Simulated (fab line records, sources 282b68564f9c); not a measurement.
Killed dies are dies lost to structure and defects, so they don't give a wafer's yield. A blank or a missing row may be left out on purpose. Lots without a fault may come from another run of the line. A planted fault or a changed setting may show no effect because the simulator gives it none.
Tool commonality check | flow rit_cmos | 13 lots, 39 wafers sampled

WHY IT WAS OPENED
At RIT_PWELL_TW_MEAS_10 the reading PWELL_TW is flagged on 1 of 13 lots. Wafers without a fault read 955, standard deviation 6.1.
Rule: a lot is flagged when every wafer of it that has a number lies more than 4 standard deviations from that mean, or none has a number. The other lots count as sound.

lot  | measured    | on            | PWELL_TW, wafer by wafer | flag
L769 | day 2 02:37 | film_metro-03 | 951 952 955              |
L772 | day 2 14:58 | film_metro-03 | 948 950 957              |
L773 | day 2 20:31 | film_metro-01 | 951 952 957              |
L775 | day 3 06:49 | film_metro-01 | 30 30 30                 | FLAGGED
L777 | day 3 16:19 | film_metro-04 | 964 965 967              |
L784 | day 5 03:43 | film_metro-03 | 952 950 948              |
L786 | day 5 14:42 | film_metro-03 | 955 955 958              |
L787 | day 5 17:56 | film_metro-04 | 957 962 953              |
L788 | day 5 23:10 | film_metro-04 | 964 965 967              |
L789 | day 6 04:28 | film_metro-01 | 956 957 952              |
L790 | day 6 14:55 | film_metro-01 | 955 955 955              |
L791 | day 6 15:20 | film_metro-01 | 949 954 953              |
L792 | day 7 07:46 | film_metro-03 | 957 961 964              |
The numbers of the flagged lots are 30 on average: -925 against the usual, or -99 or more standard deviations.

WHICH TOOL RAN EACH LOT
The record holds 1 process step before the reading, out of a route of 202 steps. In each cell: the tool, then ch and the chambers that the sampled wafers went through, then the start.
lot  | flag    | RIT_PWELL_EXPOSE_03
L769 |         | iline_stepper-01 ch 0, day 2 01:37
L772 |         | iline_stepper-02 ch 0, day 2 13:55
L773 |         | iline_stepper-01 ch 0, day 2 19:29
L775 | FLAGGED | iline_stepper-02 ch 0, day 3 05:47
L777 |         | iline_stepper-01 ch 0, day 3 15:16
L784 |         | iline_stepper-02 ch 0, day 5 02:40
L786 |         | iline_stepper-02 ch 0, day 5 13:41
L787 |         | iline_stepper-01 ch 0, day 5 16:50
L788 |         | iline_stepper-02 ch 0, day 5 21:46
L789 |         | iline_stepper-02 ch 0, day 6 03:26
L790 |         | iline_stepper-02 ch 0, day 6 13:52
L791 |         | iline_stepper-01 ch 0, day 6 14:18
L792 |         | iline_stepper-02 ch 0, day 7 06:44
What these steps do:
- RIT_PWELL_EXPOSE_03: exposes mask M3, target cd 43700 nm.
- RIT_PWELL_TW_MEAS_10

FLAGGED OVER TOTAL, TOOL BY TOOL (the gauges that took the reading come last)
step                 | tool             | lots run | flagged | share of the flagged lots | sound lots run after its first flagged lot
RIT_PWELL_EXPOSE_03  | iline_stepper-01 | 5        | 0       | none                      | -
RIT_PWELL_EXPOSE_03  | iline_stepper-02 | 8        | 1       | all                       | 6 (L784,L786,L788,L789,L790,L792)
RIT_PWELL_TW_MEAS_10 | film_metro-01    | 5        | 1       | all                       | 3 (L789,L790,L791)
RIT_PWELL_TW_MEAS_10 | film_metro-03    | 5        | 0       | none                      | -
RIT_PWELL_TW_MEAS_10 | film_metro-04    | 3        | 0       | none                      | -

WHAT THE TABLE ALLOWS
2 rows of the table ran every flagged lot: iline_stepper-02 at RIT_PWELL_EXPOSE_03, film_metro-01 at RIT_PWELL_TW_MEAS_10.
- iline_stepper-02 at RIT_PWELL_EXPOSE_03: 1 of its 8 lots flagged. Sound lots ran on it after the first flagged one (L784, L786, L788, L789, L790, L792), which a lasting fault on the whole tool wouldn't allow.
- film_metro-01 at RIT_PWELL_TW_MEAS_10: 1 of its 5 lots flagged. Sound lots ran on it after the first flagged one (L789, L790, L791), which a lasting fault on the whole tool wouldn't allow.
No row of the table ran every flagged lot and no sound lot after the first.

WHAT THE SIMULATOR HAD PUT IN
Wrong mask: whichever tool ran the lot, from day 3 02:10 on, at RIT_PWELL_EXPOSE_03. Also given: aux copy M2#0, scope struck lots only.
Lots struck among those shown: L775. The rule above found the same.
